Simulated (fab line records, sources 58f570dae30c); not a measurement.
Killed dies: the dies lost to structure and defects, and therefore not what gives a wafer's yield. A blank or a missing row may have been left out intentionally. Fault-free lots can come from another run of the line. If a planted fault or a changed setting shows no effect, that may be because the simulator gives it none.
Tool commonality check    flow berkeley cmos170    Lots sampled 13, wafers sampled 42

== WHY IT WAS OPENED ==
Of 13 lots, 1 have the reading NSD_TW flagged at UCB170_NSD_TW_MEAS_10. Fault-free wafers read 4155, with a standard deviation of 49.
Rule: a lot is flagged in two cases, either no wafer of it has a number, or all its wafers with numbers fall more than 4 standard deviations from that mean. The rest of the lots are taken to be sound.

lot   measured      on             NSD_TW, wafer by wafer  flag
L859  day 7 05:49   film metro-03  4130 4122 4149          
L860  day 7 06:01   film metro-03  4113 4129 4113          
L861  day 8 04:41   film metro-01  4208 4237 4218          
L863  day 8 10:28   film metro-04  4191 4142 4156          
L864  day 8 10:43   film metro-03  4125 4124 4116          
L868  day 9 07:20   film metro-03  4073 4109 4097          
L869  day 9 10:41   film metro-03  4124 4114 4115          
L871  day 9 11:26   film metro-03  4104 4101 4113          
L873  day 10 13:13  film metro-04  30 30 30 30 30 30       FLAGGED
L877  day 10 19:22  film metro-01  4229 4270 4252          
L874  day 10 19:55  film metro-01  4263 4267 4257          
L879  day 11 16:10  film metro-04  4154 4156 4140          
L881  day 11 23:55  film metro-04  4127 4130 4137          
The numbers of the flagged lots are 30 on average: -4125 against the usual, or -84 standard deviations.

== WHICH TOOL RAN EACH LOT ==
Before the reading, the record contains 2 process steps out of a 331-step route. In each cell: the tool, then ch and the chambers that the sampled wafers went through, then the start.
lot   flag     UCB170_PSD_STRIP_09                   UCB170_NSD_STRIP_09
L859           plasma asher-02 ch 0,1, day 7 04:01   plasma asher-04 ch 0,1, day 7 05:43
L860           plasma asher-04 ch 0,1, day 7 04:17   plasma asher-02 ch 0,1, day 7 05:55
L861           plasma asher-02 ch 0,1, day 8 01:58   plasma asher-03 ch 0,1, day 8 04:34
L863           plasma asher-01 ch 0,1, day 8 08:47   plasma asher-02 ch 0,1, day 8 10:23
L864           plasma asher-02 ch 0,1, day 8 08:59   plasma asher-03 ch 0,1, day 8 10:37
L868           plasma asher-04 ch 0,1, day 9 05:09   plasma asher-02 ch 0,1, day 9 07:14
L869           plasma asher-01 ch 0,1, day 9 09:06   plasma asher-02 ch 0,1, day 9 10:35
L871           plasma asher-01 ch 0,1, day 9 09:37   plasma asher-04 ch 0,1, day 9 11:20
L873  FLAGGED  plasma asher-04 ch 0,1, day 10 11:13  plasma asher-04 ch 0,1, day 10 13:06
L877           plasma asher-01 ch 0,1, day 10 16:22  plasma asher-03 ch 0,1, day 10 19:16
L874           plasma asher-01 ch 0,1, day 10 16:46  plasma asher-02 ch 0,1, day 10 19:49
L879           plasma asher-01 ch 1, day 11 13:12    plasma asher-03 ch 0,1, day 11 16:04
L881           plasma asher-02 ch 1, day 11 22:12    plasma asher-03 ch 0,1, day 11 23:49
What the steps here do:
- UCB170_PSD_STRIP_09: strips in O2.
- UCB170_NSD_STRIP_09: strips in O2.
- UCB170_NSD_TW_MEAS_10

== FLAGGED AGAINST TOTAL, ONE TOOL AT A TIME (gauges that did the reading follow at the end) ==
step                   tool             lots run  flagged  share of the flagged lots  sound lots run after its first flagged lot
UCB170_PSD_STRIP_09    plasma asher-01  6         0        none                       -
UCB170_PSD_STRIP_09    plasma asher-02  4         0        none                       -
UCB170_PSD_STRIP_09    plasma asher-04  3         1        all                        0
UCB170_NSD_STRIP_09    plasma asher-02  5         0        none                       -
UCB170_NSD_STRIP_09    plasma asher-03  5         0        none                       -
UCB170_NSD_STRIP_09    plasma asher-04  3         1        all                        0
UCB170_NSD_TW_MEAS_10  film metro-01    3         0        none                       -
UCB170_NSD_TW_MEAS_10  film metro-03    6         0        none                       -
UCB170_NSD_TW_MEAS_10  film metro-04    4         1        all                        2 (L879,L881)

== WHAT THE TABLE ALLOWS ==
All flagged lots were run by 3 table rows, namely plasma asher-04 at UCB170_PSD_STRIP_09, plasma asher-04 at UCB170_NSD_STRIP_09, film metro-04 at UCB170_NSD_TW_MEAS_10.
- plasma asher-04 at UCB170_PSD_STRIP_09 ran 3 lots, 1 of them flagged. Last sound lot L868 at day 9 05:09, first flagged lot L873 at day 10 11:13; a fault beginning in between fits. Its own readings lie more than 4 standard deviations out on every wafer of the flagged lots: oes product au.
- plasma asher-04 at UCB170_NSD_STRIP_09 ran 3 lots, 1 of them flagged. Last sound lot L871 at day 9 11:20, first flagged lot L873 at day 10 13:06; a fault beginning in between fits. Its own readings lie more than 4 standard deviations out on every wafer of the flagged lots: oes product au, strip time to endpoint s.
- film metro-04 at UCB170_NSD_TW_MEAS_10 ran 4 lots, 1 of them flagged. Lots that were sound ran on it after the first flagged one (L879, L881); a persistent fault on the entire tool would not allow that.
Just one tool remains: plasma asher-04 at UCB170_PSD_STRIP_09 and UCB170_NSD_STRIP_09.

== WHAT WAS PUT IN BY THE SIMULATOR ==
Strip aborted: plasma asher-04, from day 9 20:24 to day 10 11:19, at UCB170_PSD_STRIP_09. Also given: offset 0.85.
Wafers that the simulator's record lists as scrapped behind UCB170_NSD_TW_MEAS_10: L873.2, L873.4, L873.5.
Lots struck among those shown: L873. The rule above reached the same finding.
